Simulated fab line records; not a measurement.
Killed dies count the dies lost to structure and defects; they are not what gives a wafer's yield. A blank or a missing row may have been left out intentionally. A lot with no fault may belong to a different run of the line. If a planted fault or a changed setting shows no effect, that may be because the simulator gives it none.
fab line records	flow rit_cmos
record: lots: 14	wafers: 42	last_day: 7
route steps=202 shown ACTIVE@14 NRETRO@63 PRETRO@70 CONTACT@168 M1@202
lots untouched by any fault: they come from a run of this same line in which no faults occurred
start_h: hours from the record's opening day to when the first of the lot's shown wafers began	wait_h: how many hours have passed since the lot's step before this one	" repeats the value in the row above	L1.1+2: several wafers, shown together as one row	- no value, or no start was given	* or withheld: withheld	< > ~ a bound
route shown NAME@n: a module of which the file shows steps, and the number in the route of the first	usual: mean and standard deviation over wafers with no fault	same: alike in all rows	chamber/n: place in a boat	sites: each site's reading	_std_site: standard deviation of those values	_edge_site: the outer-site mean with the inner-site mean subtracted	radius_mm: for every site, how far away it sits from the centre of the wafer	mask NAME#n: copy n	behind: the tool/chamber that last shaped the wafer	hold: reason for holding the lot/hours on hold/outcome of the hold	device: whichever transistor did not switch (one of n, p or np)	end of line: the route-end tests of the same wafers	step lacking rows: just its recipe	killed: the dies lost at the first sort to structure and to defects; this is not the yield of the wafer	map: shows each die of a wafer: x if killed, . if not, _ if none is there
set.NAME: setting as actually run; set.NAME@STEP: the setting as run at that earlier step	model.NAME: the simulator's own value behind a step, which no gauge read
steps of the route over a sample of lots; a table a step, a row a wafer
services: a tool's chamber out of use, with start hour (start_h, from the record's first day; less than 0 if before it), hours out, and reason
== steps ==
step: RIT_ACTIVE_ETCH_13
recipe: stop_on: SiO2	chemistry: SF6	target: Si3N4	time_s: 210	over_etch_frac: 0.4	SF6_flow_sccm: 200	pressure_mtorr: 260	rf_w: 125	target_depth_a: 2100
usual: SF6_flow_sccm: 200.0/0.59	chamber_pressure_mTorr: 259.99/0.25	drypump_motor_current_A: 5.7/0.44	oes_product_au: 0.819/0.013	throttle_valve_pct: 7.53/0.084
lot.wafer	tool	chamber	start_h	wait_h	SF6_flow_sccm	chamber_pressure_mTorr	drypump_motor_current_A	oes_product_au	rf_hours_counter_h	throttle_valve_pct
L197.4	rie_diel-01	0	15.77	0.1	200.0	259.95	4.8	0.816	25	7.68
L197.5	"	1	"	"	200.0	260.30	5.9	0.811	-	7.55
L197.6	"	2	"	"	200.8	259.90	5.2	0.837	-	7.45
L200.4	rie_diel-04	2	29.99	0.1	200.4	260.20	5.4	0.817	5	7.53
L200.5	"	0	"	"	198.8	259.90	6.0	0.812	-	7.37
L200.6	"	1	"	"	199.6	259.91	6.1	0.832	-	7.53
L201.4	rie_diel-04	2	34.76	0.1	201.1	260.25	5.4	0.820	5	7.53
L201.5	"	0	"	"	200.3	260.11	6.1	0.812	-	7.37
L201.6	"	3	"	"	199.6	312.08	6.1	0.818	-	7.65
L202.2	rie_diel-02	0	41.04	0.1	199.2	259.95	5.7	0.828	0	7.50
L202.4	"	2	"	"	199.6	260.15	5.5	0.841	66	7.54
L202.5	"	0	"	"	199.9	259.91	5.7	0.821	-	7.51
L205.1	rie_diel-04	3	54.71	0.1	199.3	311.94	6.1	0.819	31	7.62
L205.4	"	0	"	"	200.7	259.74	6.1	0.807	29	7.36
L205.6	"	1	"	"	199.6	260.05	6.0	0.828	-	7.52
L209.2	rie_diel-01	1	75.64	0.1	201.2	260.20	5.9	0.811	65	7.57
L209.3	"	0	"	"	200.5	260.14	4.8	0.823	27	7.66
L209.6	"	3	"	"	200.8	259.75	5.0	0.812	-	7.58
L211.2	rie_diel-02	1	85.54	0.1	200.5	260.20	5.7	0.825	111	7.60
L211.3	"	2	"	"	199.7	259.91	5.5	0.838	67	7.55
L211.6	"	0	"	"	199.9	259.99	5.8	0.821	-	7.51
L212.1	rie_diel-02	2	89.83	0.1	199.4	259.87	5.4	0.832	67	7.54
L212.3	"	1	"	"	201.1	260.24	5.7	0.811	111	7.60
L212.4	"	3	"	"	200.1	259.85	6.2	0.816	131	7.45
L214.2	rie_diel-01	0	100.54	0.1	199.7	260.01	4.8	0.813	27	7.68
L214.3	"	3	"	"	199.7	260.15	5.0	0.805	50	7.56
L214.5	"	3	"	"	199.4	259.86	5.0	0.811	-	7.56
L216.3	rie_diel-04	3	109.83	0.1	200.2	260.13	6.1	0.821	31	7.63
L216.4	"	1	"	"	199.5	260.02	6.0	0.822	130	7.52
L216.5	"	1	"	"	200.4	259.92	6.1	0.822	-	7.52
L217.1	rie_diel-02	2	115.54	0.1	199.0	260.13	5.4	0.834	68	7.55
L217.2	"	0	"	"	199.0	259.60	5.8	0.821	2	7.49
L217.3	"	1	"	"	199.7	260.03	5.7	0.812	112	7.60
L218.2	rie_diel-01	0	120.70	0.1	200.8	259.78	4.8	0.827	27	7.68
L218.4	"	3	"	"	200.1	260.05	5.0	0.810	50	7.55
L218.5	"	2	"	"	200.4	259.84	5.2	0.835	-	7.45
L219.3	rie_diel-02	0	125.42	0.1	200.6	260.23	5.7	0.815	2	7.52
L219.4	"	1	"	"	200.0	260.06	5.7	0.810	112	7.60
L219.5	"	2	"	"	200.3	259.93	5.4	0.834	-	7.55
L220.3	rie_diel-04	3	129.73	0.1	200.3	259.86	6.1	0.821	32	7.63
L220.4	"	0	"	"	201.0	259.84	6.0	0.804	30	7.38
L220.6	"	0	"	"	200.4	260.09	6.0	0.797	-	7.38
step: RIT_NRETRO_TW_MEAS_10
usual: NRETRO_TW: 1051/6.9
lot.wafer	tool	chamber	start_h	wait_h	NRETRO_TW
L197.4	film_metro-01	-	31.05	0.1	1043
L197.5	"	-	"	"	1050
L197.6	"	-	"	"	1042
L200.4	film_metro-01	-	46.02	0.1	1047
L200.5	"	-	"	"	1033
L200.6	"	-	"	"	1042
L201.4	film_metro-03	-	50.36	0.1	1059
L201.5	"	-	"	"	1054
L201.6	"	-	"	"	1054
L202.2	film_metro-03	-	56.56	0.1	1059
L202.4	"	-	"	"	1061
L202.5	"	-	"	"	1057
L205.1	film_metro-02	-	70.29	0.1	1058
L205.4	"	-	"	"	1048
L205.6	"	-	"	"	1057
L209.2	film_metro-02	-	90.54	0.1	1056
L209.3	"	-	"	"	1061
L209.6	"	-	"	"	1065
L211.2	film_metro-02	-	100.35	0.1	1061
L211.3	"	-	"	"	1053
L211.6	"	-	"	"	1062
L212.1	film_metro-01	-	105.26	0.1	1045
L212.3	"	-	"	"	1040
L212.4	"	-	"	"	1045
L214.2	film_metro-03	-	115.34	0.1	1050
L214.3	"	-	"	"	1052
L214.5	"	-	"	"	1045
L216.3	film_metro-02	-	128.42	0.1	1055
L216.4	"	-	"	"	1058
L216.5	"	-	"	"	1056
L217.1	film_metro-03	-	131.37	0.1	1052
L217.2	"	-	"	"	1056
L217.3	"	-	"	"	1053
L218.2	film_metro-03	-	135.83	0.1	1053
L218.4	"	-	"	"	1060
L218.5	"	-	"	"	1057
L219.3	film_metro-01	-	140.35	0.1	1052
L219.4	"	-	"	"	1048
L219.5	"	-	"	"	1049
L220.3	film_metro-02	-	145.43	0.1	1052
L220.4	"	-	"	"	1060
L220.6	"	-	"	"	1057
step: RIT_PRETRO_OVL_MEAS_06
usual: PRETRO_OVL: 1.0/1.3
lot.wafer	tool	chamber	start_h	wait_h	PRETRO_OVL[nm]
L197.4	overlay-02	-	31.98	-	1.6
L197.5	"	-	"	"	0.7
L197.6	"	-	"	"	1.0
L200.4	overlay-02	-	47.07	-	0.5
L200.5	"	-	"	"	-0.8
L200.6	"	-	"	"	1.5
L201.4	overlay-01	-	51.29	-	3.1
L201.5	"	-	"	"	2.7
L201.6	"	-	"	"	2.7
L202.2	overlay-01	-	57.62	-	1.7
L202.4	"	-	"	"	2.5
L202.5	"	-	"	"	1.1
L205.1	overlay-01	-	71.36	-	0.4
L205.4	"	-	"	"	1.0
L205.6	"	-	"	"	-0.2
L209.2	overlay-02	-	91.60	-	3.2
L209.3	"	-	"	"	2.1
L209.6	"	-	"	"	1.2
L211.2	overlay-02	-	101.41	-	0.2
L211.3	"	-	"	"	2.0
L211.6	"	-	"	"	2.2
L212.1	overlay-01	-	106.20	-	1.6
L212.3	"	-	"	"	2.6
L212.4	"	-	"	"	-1.2
L214.2	overlay-02	-	116.40	-	0.9
L214.3	"	-	"	"	0.5
L214.5	"	-	"	"	-0.2
L216.3	overlay-01	-	129.47	-	1.3
L216.4	"	-	"	"	2.8
L216.5	"	-	"	"	1.6
L217.1	overlay-01	-	132.44	-	2.1
L217.2	"	-	"	"	0.7
L217.3	"	-	"	"	2.3
L218.2	overlay-01	-	136.89	-	-0.9
L218.4	"	-	"	"	1.4
L218.5	"	-	"	"	1.5
L219.3	overlay-01	-	141.28	-	1.8
L219.4	"	-	"	"	-0.9
L219.5	"	-	"	"	0.5
L220.3	overlay-02	-	146.49	-	0.9
L220.4	"	-	"	"	1.5
L220.6	"	-	"	"	1.8
step: RIT_CONTACT_CVD_00
recipe: material: SiO2	target_thk_nm: 400	precursor: TEOS	temp_c: 390	time_s: 61	rf_w: 408.7
usual: heater_power_w: 352/75
lot.wafer	tool	chamber	start_h	wait_h	heater_power_w
L197.4	pecvd-02	0	52.86	0.0	480
L197.5	"	2	"	"	464
L197.6	"	1	"	"	290
L200.4	pecvd-02	1	67.36	0.0	282
L200.5	"	0	"	"	484
L200.6	"	2	"	"	440
L201.4	pecvd-01	2	70.64	0.0	292
L201.5	"	1	"	"	307
L201.6	"	0	"	"	318
L202.2	pecvd-04	0	77.89	0.0	266
L202.4	"	2	"	"	328
L202.5	"	1	"	"	353
L205.1	pecvd-02	2	91.80	0.1	463
L205.4	"	2	"	"	478
L205.6	"	0	"	"	428
L209.2	pecvd-04	0	111.86	0.0	237
L209.3	"	2	"	"	392
L209.6	"	2	"	"	394
L211.2	pecvd-02	1	121.24	0.0	253
L211.3	"	0	"	"	423
L211.6	"	2	"	"	477
L212.1	pecvd-04	0	127.57	0.1	232
L212.3	"	1	"	"	317
L212.4	"	1	"	"	327
L214.2	pecvd-02	1	136.49	0.0	272
L214.3	"	0	"	"	470
L214.5	"	0	"	"	486
L216.3	pecvd-02	2	149.46	0.0	477
L216.4	"	1	"	"	289
L216.5	"	0	"	"	423
L217.1	pecvd-01	0	151.78	0.1	312
L217.2	"	1	"	"	224
L217.3	"	2	"	"	360
L218.2	pecvd-04	2	155.89	0.0	346
L218.4	"	0	"	"	299
L218.5	"	1	"	"	352
L219.3	pecvd-02	0	161.18	0.0	428
L219.4	"	1	"	"	262
L219.5	"	0	"	"	453
L220.3	pecvd-01	2	165.09	0.0	379
L220.4	"	0	"	"	381
L220.6	"	2	"	"	302
step: RIT_M1_PROBE_99
usual: killed_at_M0_to_M3: 0.0/0.14	killed_at_contacts: 0.1/0.23	killed_at_front_end: 7.3/2.9	killed_dies: 7.3/3	killed_open: 3.6/1.8	killed_short: 3.7/2.1
same: gross_dies: 264	killed_at_M4_up: 0	killed_at_back_side: 0	killed_at_other: 0
lot.wafer	tool	chamber	start_h	wait_h	killed_at_M0_to_M3	killed_at_contacts	killed_at_front_end	killed_dies	killed_open	killed_short
L201.4	prober-02	-	77.29	0.2	0	0	7	7	5	1
L201.5	prober-02	-	77.34	0.2	0	0	12	12	4	6
L201.6	prober-02	-	77.39	0.2	0	0	8	8	4	3
L202.2	prober-01	-	84.30	0.1	0	0	12	12	7	5
L202.4	prober-01	-	84.40	0.2	0	0	6	6	4	2
L202.5	prober-01	-	84.45	0.2	0	0	6	6	4	2
L211.2	prober-02	-	128.17	0.1	0	0	9	9	5	4
L211.3	prober-02	-	128.22	0.2	0	0	6	6	3	3
L211.6	prober-02	-	128.37	0.2	0	0	13	13	6	7
killed by level:class
L201.4 GATE:geometric_particle:open=2 FOX1:geometric_particle:short=1 FOX1:geometric_particle:open=1 REOX:geometric_particle:open=1 SPACER:geometric_particle:open=1 PWELL:coat_microbubble_printed=1
L201.5 GATE:geometric_particle:short=3 FOX1:geometric_particle:open=2 SPACER:geometric_particle:short=2 PWELL:coat_microbubble_printed=2 FOX1:geometric_particle:short=1 GATE:geometric_particle:open=1 SPACER:geometric_particle:open=1
L201.6 GATE:geometric_particle:open=3 FOX1:geometric_particle:short=2 REOX:geometric_particle:short=1 REOX:geometric_particle:open=1 PWELL:coat_microbubble_printed=1
L202.2 REOX:geometric_particle:short=4 FOX1:geometric_particle:open=3 GATE:geometric_particle:open=2 GATE:geometric_particle:short=1 SPACER:geometric_particle:open=1 SILICIDE:geometric_particle:open=1
L202.4 FOX1:geometric_particle:open=2 GATE:geometric_particle:short=1 GATE:geometric_particle:open=1 SPACER:geometric_particle:short=1 SILICIDE:geometric_particle:open=1
L202.5 GATE:geometric_particle:open=2 FOX1:geometric_particle:open=1 FOX2:geometric_particle:open=1 GATE:geometric_particle:short=1 SILICIDE:geometric_particle:short=1
L211.2 FOX1:geometric_particle:open=2 FOX2:geometric_particle:short=2 GATE:geometric_particle:short=2 FOX2:geometric_particle:open=1 REOX:geometric_particle:open=1 SPACER:geometric_particle:open=1
L211.3 GATE:geometric_particle:short=2 GATE:geometric_particle:open=2 FOX2:geometric_particle:short=1 SPACER:geometric_particle:open=1
L211.6 GATE:geometric_particle:open=4 FOX2:geometric_particle:open=2 FOX2:geometric_particle:short=2 GATE:geometric_particle:short=2 FOX1:geometric_particle:short=1 REOX:geometric_particle:short=1 SPACER:geometric_particle:short=1
== services ==
tool	chamber	start_h	hours	kind
rie_diel-04	1	-7.23	1.4	repair
rie_diel-02	0	7.52	-	clean
rie_diel-02	0	7.52	16.1	scheduled_down
rie_diel-02	0	7.52	16.1	vent_cycle
pecvd-02	-	8.05	14.6	pm
pecvd-01	-	14.73	1.0	repair
rie_diel-01	3	32.95	7.7	repair
pecvd-04	2	69.80	5.9	repair
pecvd-04	1	71.83	4.7	repair
rie_diel-01	-	76.42	1.5	repair
pecvd-04	-	90.00	2.8	pm
pecvd-01	2	93.09	5.5	repair
rie_diel-02	0	104.64	8.5	repair
rie_diel-01	-	124.38	4.3	pm
pecvd-01	-	127.16	0.8	pm
rie_diel-01	-	140.63	1.6	repair
rie_diel-01	1	142.43	10.3	repair
pecvd-01	-	145.72	4.3	pm
rie_diel-04	2	147.01	4.3	repair
rie_diel-02	3	147.65	4.9	repair
rie_diel-04	-	148.53	2.8	pm
rie_diel-01	0	156.46	12.2	repair
rie_diel-01	3	157.23	10.8	repair
== key ==
first_sign: step: RIT_ACTIVE_ETCH_13	reading: chamber_pressure_mTorr	direction: up	sigmas: 99+	usual: 259.99	struck: 312.01
effect none on later readings
met_at RIT_ACTIVE_ETCH_13
struck_lots L201,L205
struck_wafers L201.6,L205.1
tester_left_out L201,L205
not_acting_at RIT_NRETRO_TW_MEAS_10,RIT_PRETRO_OVL_MEAS_06,RIT_CONTACT_CVD_00
fault: kind: process_parameter_drift	tool: rie_diel-04	chamber: 3	onset_h: 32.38	steps: RIT_ACTIVE_ETCH_13	channel: pressure_mtorr	offset: 52	shape: step	end_h: 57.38	acts_in: these_recipes_only	stated: 260
tester_left_out: of these lots the tester's yield and bins aren't shown, on N5 and GAA mostly nor the transistor test; their killed dies are dies lost to structure and defects alone, not to doping, threshold or leakage, so they don't give the yield
